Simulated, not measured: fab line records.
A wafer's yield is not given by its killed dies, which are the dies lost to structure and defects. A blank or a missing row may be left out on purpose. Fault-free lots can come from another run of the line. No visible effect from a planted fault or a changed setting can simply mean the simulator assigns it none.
fab line records + flow berkeley-cmos170
[record]
- lots = 15
- wafers = 45
- last-day = 12
route steps=331 shown PWELL@39
lots that met no fault: taken from a fault-free run of the same line
start-h: the number of hours between the record's first day and the start of the first shown wafer of the lot + wait-h: hours elapsed since this lot's preceding step + " as in the row above + L1.1+2: one row covering several wafers at once + - either no value or no given start + * or withheld: withheld + < > ~ a bound
route shown NAME@n: names a module that has steps shown in the file, with the first one's number in the route + usual: mean and standard deviation over wafers with no fault + same: alike in all rows + chamber/n: place in a boat + sites: the reading at each site + _std_site: the values' standard deviation + _edge_site: outer sites' mean less inner sites' + radius-mm: for every site, how far away it sits from the centre of the wafer + mask NAME#n: copy n + behind: the last tool/chamber to shape the wafer + hold: reason for holding the lot/hours on hold/outcome of the hold + device: whichever transistor did not switch (one of n, p or np) + end of line: the same wafers' tests at the end of the route + a step without rows: its recipe alone + killed: count of dies lost to structure and defects at first sort (not the wafer's yield) + map: a wafer's dies, x killed, . not, _ none there
set.NAME: the setting as run; set.NAME@STEP: as run at that earlier step + model.NAME: the simulator's own value behind a step, which no gauge read
steps of the route over a sample of lots; a table a step, a row a wafer
services: from which hour (start-h, from the record's first day; less than 0 if before it) a tool's chamber was out of use, for how many hours, and why
[[steps]]
[step UCB170_PWELL_CVD_05]
[recipe]
- material = Si3N4
- target-thk-nm = 220
- temp-c = 800
- precursor = SiH2Cl2/NH3
- time-s = 3300
- pressure-mtorr = 200
- sih2cl2-flow-sccm = 25
- nh3-flow-sccm = 75
[usual]
- nh3-flow-sccm = 75.05/0.22
- sih2cl2-flow-sccm = 25.01/0.062
- spike-tc-centre-C = 802.9/1.3
| lot.wafer | tool     | chamber | start-h | wait-h | nh3-flow-sccm | sih2cl2-flow-sccm | spike-tc-centre-C |
|-----------|----------|---------|---------|--------|---------------|-------------------|-------------------|
| L527.1    | lpcvd-02 | 1       | 52.39   | 0.1    | 75.05         | 24.92             | 800.6             |
| L527.3    | "        | 1       | "       | "      | 75.05         | 24.96             | 802.8             |
| L527.4    | "        | 1       | "       | "      | 74.95         | 24.96             | 802.2             |
| L528.1    | lpcvd-01 | 0       | 63.82   | 4.7    | 75.41         | 25.13             | 804.0             |
| L528.2    | "        | 0       | "       | "      | 75.15         | 25.06             | 805.2             |
| L528.5    | "        | 0       | "       | "      | 75.30         | 25.03             | 805.6             |
| L530.2    | lpcvd-01 | 1       | 71.94   | 4.2    | 75.09         | 25.07             | 801.3             |
| L530.4    | "        | 1       | "       | "      | 75.35         | 25.09             | 800.8             |
| L530.5    | "        | 1       | "       | "      | 75.04         | 24.98             | 802.4             |
| L531.2    | lpcvd-02 | 1       | 77.15   | 3.5    | 75.02         | 24.96             | 802.9             |
| L531.3    | "        | 1       | "       | "      | 75.03         | 24.97             | 802.7             |
| L531.4    | "        | 1       | "       | "      | 75.38         | 25.02             | 802.1             |
| L532.2    | lpcvd-01 | 1       | 82.10   | 1.6    | 74.76         | 24.91             | 802.9             |
| L532.4    | "        | 1       | "       | "      | 75.09         | 25.08             | 801.0             |
| L532.5    | "        | 1       | "       | "      | 74.94         | 24.91             | 801.0             |
| L533.2    | lpcvd-02 | 0       | 91.32   | 0.0    | 75.18         | 25.07             | 802.3             |
| L533.3    | "        | 0       | "       | "      | 75.05         | 25.03             | 803.3             |
| L533.4    | "        | 0       | "       | "      | 74.77         | 24.98             | 805.2             |
| L536.1    | lpcvd-02 | 0       | 101.29  | 0.0    | 74.55         | 25.07             | 802.4             |
| L536.3    | "        | 0       | "       | "      | 74.85         | 24.85             | 803.8             |
| L536.4    | "        | 0       | "       | "      | 74.50         | 25.00             | 802.1             |
| L538.2    | lpcvd-02 | 1       | 111.31  | 0.0    | 74.79         | 25.06             | 802.4             |
| L538.3    | "        | 1       | "       | "      | 75.05         | 25.00             | 803.1             |
| L538.4    | "        | 1       | "       | "      | 75.04         | 24.98             | 801.2             |
| L539.2    | lpcvd-02 | 1       | 111.31  | 0.0    | 75.07         | 24.97             | 803.5             |
| L539.3    | "        | 1       | "       | "      | 74.84         | 25.07             | 803.3             |
| L539.5    | "        | 1       | "       | "      | 75.39         | 25.02             | 805.2             |
| L540.1    | lpcvd-01 | 0       | 123.24  | 0.8    | 74.54         | 25.01             | 804.4             |
| L540.2    | "        | 0       | "       | "      | 75.13         | 25.09             | 802.6             |
| L540.4    | "        | 0       | "       | "      | 74.62         | 25.04             | 803.8             |
| L541.1    | lpcvd-01 | 1       | 123.24  | 0.8    | 75.21         | 25.07             | 801.4             |
| L541.3    | "        | 1       | "       | "      | 75.04         | 24.99             | 801.2             |
| L541.6    | "        | 1       | "       | "      | 75.35         | 24.93             | 803.0             |
| L542.1    | lpcvd-01 | 1       | 129.90  | 0.5    | 75.17         | 20.07             | 801.8             |
| L542.3    | "        | 1       | "       | "      | 74.77         | 19.95             | 801.6             |
| L542.5    | "        | 1       | "       | "      | 74.83         | 20.03             | 800.8             |
| L543.3    | lpcvd-01 | 0       | 136.14  | 0.5    | 74.92         | 20.04             | 805.0             |
| L543.4    | "        | 0       | "       | "      | 74.69         | 19.91             | 804.0             |
| L543.6    | "        | 0       | "       | "      | 74.95         | 19.97             | 803.5             |
| L544.2    | lpcvd-01 | 0       | 136.14  | 0.5    | 75.25         | 20.06             | 803.1             |
| L544.3    | "        | 0       | "       | "      | 75.11         | 20.04             | 804.5             |
| L544.5    | "        | 0       | "       | "      | 74.84         | 20.05             | 804.8             |
| L545.3    | lpcvd-02 | 0       | 153.20  | 0.0    | 75.01         | 25.05             | 802.8             |
| L545.4    | "        | 0       | "       | "      | 75.33         | 25.11             | 803.1             |
| L545.5    | "        | 0       | "       | "      | 75.40         | 25.01             | 801.5             |
[step UCB170_PWELL_THK_MEAS_06]
[recipe]
- reads = Si3N4_of_PWELL_CVD_05
[usual]
- PWELL_NITRIDE_THK = 221.7/2.2
| lot.wafer | tool          | chamber | start-h | wait-h | PWELL_NITRIDE_THK[nm] |
|-----------|---------------|---------|---------|--------|-----------------------|
| L527.1    | film-metro-03 | -       | 54.31   | 0.0    | 221.5                 |
| L527.3    | "             | -       | "       | "      | 221.0                 |
| L527.4    | "             | -       | "       | "      | 219.4                 |
| L528.1    | film-metro-01 | -       | 66.69   | 0.0    | 220.7                 |
| L528.2    | "             | -       | "       | "      | 219.9                 |
| L528.5    | "             | -       | "       | "      | 221.6                 |
| L530.2    | film-metro-03 | -       | 73.88   | 0.0    | 223.3                 |
| L530.4    | "             | -       | "       | "      | 223.7                 |
| L530.5    | "             | -       | "       | "      | 222.6                 |
| L531.2    | film-metro-01 | -       | 79.08   | 0.0    | 221.2                 |
| L531.3    | "             | -       | "       | "      | 221.2                 |
| L531.4    | "             | -       | "       | "      | 221.3                 |
| L532.2    | film-metro-03 | -       | 84.03   | 0.0    | 221.8                 |
| L532.4    | "             | -       | "       | "      | 224.2                 |
| L532.5    | "             | -       | "       | "      | 222.7                 |
| L533.2    | film-metro-03 | -       | 93.24   | 0.0    | 223.2                 |
| L533.3    | "             | -       | "       | "      | 222.1                 |
| L533.4    | "             | -       | "       | "      | 222.9                 |
| L536.1    | film-metro-04 | -       | 103.21  | 0.0    | 221.6                 |
| L536.3    | "             | -       | "       | "      | 221.4                 |
| L536.4    | "             | -       | "       | "      | 223.8                 |
| L538.2    | film-metro-01 | -       | 113.24  | 0.0    | 222.6                 |
| L538.3    | "             | -       | "       | "      | 221.6                 |
| L538.4    | "             | -       | "       | "      | 224.0                 |
| L539.2    | film-metro-03 | -       | 113.24  | 0.0    | 221.1                 |
| L539.3    | "             | -       | "       | "      | 220.5                 |
| L539.5    | "             | -       | "       | "      | 221.2                 |
| L540.1    | film-metro-03 | -       | 125.15  | 0.0    | 224.5                 |
| L540.2    | "             | -       | "       | "      | 224.1                 |
| L540.4    | "             | -       | "       | "      | 223.3                 |
| L541.1    | film-metro-01 | -       | 125.15  | 0.0    | 224.9                 |
| L541.3    | "             | -       | "       | "      | 224.1                 |
| L541.6    | "             | -       | "       | "      | 222.2                 |
| L542.1    | film-metro-04 | -       | 131.81  | 0.0    | 215.9                 |
| L542.3    | "             | -       | "       | "      | 215.3                 |
| L542.5    | "             | -       | "       | "      | 215.9                 |
| L544.2    | film-metro-01 | -       | 138.06  | 0.0    | 209.6                 |
| L544.3    | "             | -       | "       | "      | 209.8                 |
| L544.5    | "             | -       | "       | "      | 211.5                 |
| L543.3    | film-metro-04 | -       | 138.07  | 0.0    | 209.6                 |
| L543.4    | "             | -       | "       | "      | 209.9                 |
| L543.6    | "             | -       | "       | "      | 208.6                 |
| L545.3    | film-metro-01 | -       | 155.13  | 0.0    | 226.2                 |
| L545.4    | "             | -       | "       | "      | 224.7                 |
| L545.5    | "             | -       | "       | "      | 224.2                 |
[[services]]
| tool     | chamber | start-h | hours | kind |
|----------|---------|---------|-------|------|
| lpcvd-01 | -       | 52.39   | 6.0   | pm   |
| lpcvd-02 | -       | 60.62   | 14.6  | pm   |
| lpcvd-01 | -       | 138.05  | 2.8   | pm   |
[[key]]
[first-sign]
- step = UCB170_PWELL_CVD_05
- reading = sih2cl2-flow-sccm
- direction = down
- sigmas = 81
- usual = 25.01
- struck = 20.01
[effect]
- step = UCB170_PWELL_THK_MEAS_06
- reading = PWELL_NITRIDE_THK
- direction = down
- sigmas = 4.5
- usual = 221.7
- struck = 211.8
met-at UCB170_PWELL_CVD_05
struck-lots L542,L543,L544
tester-left-out L542,L543,L544
onset-between 123.24 129.90
[fault]
- kind = process-parameter-drift
- tool = lpcvd-01
- chamber = -
- onset-h = 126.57
- steps = UCB170_PWELL_CVD_05
- channel = sih2cl2-flow-sccm
- offset = -5
- shape = step
- end-h = 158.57
- acts-in = these-recipes-only
- stated = 25
// tester-left-out: of these lots the tester's yield and bins aren't shown, on N5 and GAA mostly nor the transistor test; their killed dies are dies lost to structure and defects alone, not to doping, threshold or leakage, so they don't give the yield
